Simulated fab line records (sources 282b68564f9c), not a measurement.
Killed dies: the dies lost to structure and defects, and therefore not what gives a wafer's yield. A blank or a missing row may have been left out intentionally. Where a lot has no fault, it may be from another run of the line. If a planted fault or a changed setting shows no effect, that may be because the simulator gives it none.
Struck lot and sound lot, side by side    flow ritCmos    15 out of 202 route steps
Sound: wafers L984.1, L984.3, L984.5. The struck wafers were L989.3, L989.5, L989.6. The cause is given at the end.
Per side, at each step with rows, come the tool, then ch with its chambers, and then its first start. Under that, the readings that differ: sound wafers    struck wafers    difference of the means    sigmas: that difference in standard deviations of wafers without a fault.
alike: same words and numbers on both sides, and readings whose means sit less than 2 such deviations apart. not compared: any withheld reading, any reading some wafer has no value for, any bound like >300 that may hide the same value, and any number with overlapping values for which the record gives no deviation.
A row with sigmas, a row that says differs or no value, or rows on one side alone: a step with any of these is where the two part. Numbers that don't overlap but have no deviation are shown without sigmas and don't part them. A reading that every wafer of one side lacks parts them only if that side has two wafers or more.

first, 2 steps without rows for these wafers: RIT_SDANNEAL_CLEAN_01 (cleans in dHF, time 30 s); RIT_SDANNEAL_CLEAN_02 (cleans in SC2, time 600 s).
RIT_SDANNEAL_RTA_03: time 5 s.
  sound on rtpAnneal-01 ch 0, day 4 09:12; struck on rtpAnneal-02 ch 0, day 5 07:47
  alike: wafer_temp_C_max
RIT_SDANNEAL_RS_MEAS_04: the measuring method here is four-point-probe.
  struck on filmMetro-02, day 5 07:52; sound on filmMetro-03, day 4 09:16
  alike: PSD_RS
RIT_SDANNEAL_RS_MEAS_05: the measuring method here is four-point-probe.
  struck on filmMetro-02, day 5 07:59; sound on filmMetro-03, day 4 09:23
  alike: NSD_RS
RIT_SDANNEAL_RS_MEAS_06: the measuring method here is four-point-probe.
  struck on filmMetro-02, day 5 08:07; sound on filmMetro-03, day 4 09:30
  alike: PLDD_RS
RIT_SDANNEAL_RS_MEAS_07: the measuring method here is four-point-probe.
  struck on filmMetro-02, day 5 08:14; sound on filmMetro-03, day 4 09:37
  alike: NLDD_RS
then, 1 step without rows for these wafers: RIT_SILICIDE_WET_ETCH_00 (etches SiO2 in BOE, target depth 14 nm, time 15 s).
RIT_SILICIDE_SPUTTER_01: material Ti, target thk 30 nm, time 240 s.
  struck on pvdSputter-04, day 5 08:19; sound on pvdSputter-03, day 4 09:45
  alike: throttleValvePct
RIT_SILICIDE_RS_MEAS_02: the measuring method here is four-point-probe.
  struck on filmMetro-03, day 5 08:31; sound on filmMetro-04, day 4 09:54
  alike: SILICIDE_TI_RS
RIT_SILICIDE_THK_MEAS_03: measures by xrf.
  struck on filmMetro-03, day 5 08:37; sound on filmMetro-04, day 4 10:01
  alike: SILICIDE_TI_THK
RIT_SILICIDE_RTA_04: time 10 s, ramp up 5 s, ramp down 5 s.
  sound on rtpAnneal-02 ch 0, day 4 10:05; struck on rtpAnneal-01 ch 0, day 5 08:40
  alike: wafer_temp_C_max
RIT_SILICIDE_WET_ETCH_05: etches Ti in SPM, time 120 s.
  sound on wetBench-04 ch 3, day 4 10:09; struck on wetBench-03 ch 1, day 5 08:43
  no value came back on the struck wafers for bathGuardTempC (C), bathHeatDutyPct (%), timeS (s); on the sound wafers bathGuardTempC (C) reads 90.8 90.6 90.7
RIT_SILICIDE_RTA_06: time 10 s, ramp up 5 s, ramp down 10 s.
  sound on rtpAnneal-01 ch 0, day 4 10:11; struck on rtpAnneal-02 ch 0, day 5 08:47
  alike: wafer_temp_C_max
RIT_M1_PROBE_99:
  struck on prober-01, day 5 15:18; sound on prober-02, day 4 17:26
reading           sound     struck                                                                difference                    sigmas
hold              - - -     awaitDispo/12.0h/scrap awaitDispo/12.0h/scrap awaitDispo/12.0h/scrap  no value on the sound wafers  
killedAtFrontEnd  14 11 13  264 264 264                                                           +251                          +93
killedDies        14 11 13  264 264 264                                                           +251                          +93
killedOnRim       4 2 3     70 70 70                                                              +67                           +48
killedOpen        10 8 8    4 4 2                                                                 -5                            -3
  alike: killedAtContacts, killedShort

## WHERE THEY PART
Last at RIT_M1_PROBE_99 as far as this record goes, first at RIT_SILICIDE_WET_ETCH_05.

WHY: the cause the simulator had injected
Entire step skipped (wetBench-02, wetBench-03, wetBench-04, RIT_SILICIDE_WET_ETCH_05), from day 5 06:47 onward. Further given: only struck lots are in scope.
